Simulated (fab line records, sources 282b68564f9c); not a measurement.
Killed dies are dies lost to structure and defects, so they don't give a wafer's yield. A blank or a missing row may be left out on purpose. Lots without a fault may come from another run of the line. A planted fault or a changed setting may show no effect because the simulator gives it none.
A struck lot beside a sound one | flow rit_cmos | 15 steps out of a route of 202
Sound: wafers L882.1, L882.2, L882.4. Struck: wafers L891.2, L891.4, L891.5. The cause comes at the end.
At each step with rows: each side's tool, then ch and its chambers, then its first start. Under that, the readings that differ: sound wafers | struck wafers | difference of the means | sigmas: that difference in standard deviations of wafers without a fault.
alike: readings whose means differ by less than 2 such deviations, and words and numbers that are the same on both sides. not compared: withheld readings, readings that some wafer has no value for, bounds like >300 that may hide the same value, and numbers for which the record gives no deviation and whose values overlap.
The two part at a step that has a row with sigmas, a row that says differs or no value, or rows on one side only. Numbers that don't overlap but have no deviation are shown without sigmas and don't part them. A reading that every wafer of one side lacks parts them only if that side has two wafers or more.

first, 5 steps without rows for these wafers: RIT_M1_COAT_04 (resist thk 1300 nm); RIT_M1_SOFTBAKE_05 (time 60 s); RIT_M1_EXPOSE_06 (exposes mask M12, target cd 2600 nm); RIT_M1_PEB_07; RIT_M1_DEVELOP_08 (develop time 68 s).
RIT_M1_CD_MEAS_09: target cd 2600 nm.
  sound on cd_sem-01, day 3 15:23; struck on cd_sem-01, day 5 16:41
  alike: cd_nm
RIT_M1_OVL_MEAS_10:
  sound on overlay-01, day 3 15:30; struck on overlay-02, day 5 16:48
  alike: M1_OVL
then, 1 step without rows for these wafers: RIT_M1_HARDBAKE_11 (time 120 s).
RIT_M1_METAL_ETCH_12: etches Al in Cl2/BCl3, stops on SiO2, time 165 s, target depth 600 nm.
  sound on rie_metal-02 ch 0,1, day 3 15:53; struck on rie_metal-02 ch 0,1, day 5 17:08
  alike: drypump_motor_current_A, oes_product_au, rf_fwd_power_W, throttle_valve_pct
  not compared: rf_hours_counter_h
then, 1 step without rows for these wafers: RIT_M1_STRIP_13 (strips in nmp, time 600 s).
RIT_M1_STRIP_14: strips in O2, time 180 s.
  sound on plasma_asher-01 ch 0,1, day 3 16:14; struck on plasma_asher-01 ch 0,1, day 5 17:28
  alike: drypump_motor_current_A
  not compared: rf_hours_counter_h
RIT_M1_CD_MEAS_90: target cd 2600 nm.
  sound on cd_sem-02, day 3 16:24; struck on cd_sem-02, day 5 17:40
  alike: cd_nm
RIT_M1_ANNEAL_15: time 1839 s.
  sound on furnace-02 ch 0, day 3 16:31; struck on furnace-02 ch 0, day 5 17:46
  reading                | sound                | struck               | difference | sigmas
  spike_tc_centre_C (C)  | 452.6 453.5 453.2    | 458.7 455.5 458.5    | +4.5       | +4
  spike_tc_load_C (C)    | 467.1 468.1 470.2    | 473.4 474.8 472.3    | +5.0       | +5
  spike_tc_source_C (C)  | 465.2 467.5 464.2    | 470.4 471.6 472.1    | +5.7       | +5
  tube_center_temp_C (C) | 450.02 449.98 449.96 | 454.99 455.07 455.08 | +5.06      | +99 or more
  tube_center_temp_C_max | 450.98 451.12 451.11 | 455.92 456.15 456.09 | +4.98      | +28
RIT_M1_BOW_MEAS_16:
  sound on film_metro-02, day 3 18:01; struck on film_metro-03, day 5 19:17
  alike: M1_BOW
RIT_M1_PROBE_99:
  sound on prober-02, day 3 18:08; struck on prober-01, day 5 19:26
  reading                                | sound               | struck               | difference | sigmas
  sort_bin_3_pad_short (%)               | 1.1 0.8 0.4         | 0 0 0                | -1         | -3
  model.etest.nmos_narrow.off_log10_a_um | -13.15 -13.2 -13.13 | -13.07 -13.03 -13.01 | +0.12      |
  alike: defect_limited_yield, killed_at_front_end, killed_dies, killed_open, killed_short, sort_bin_5_function, sort_bin_6_memory, sort_n_pass, sort_yield_pct
  not compared: model.etest.nmos_0p15.junction_log10_a_um

WHERE THEY PART
First at RIT_M1_ANNEAL_15; last, within this record, at RIT_M1_PROBE_99.

WHY: what the simulator had put in
Process parameter drift: furnace-02, from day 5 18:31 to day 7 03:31, at RIT_M1_ANNEAL_15. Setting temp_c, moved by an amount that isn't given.
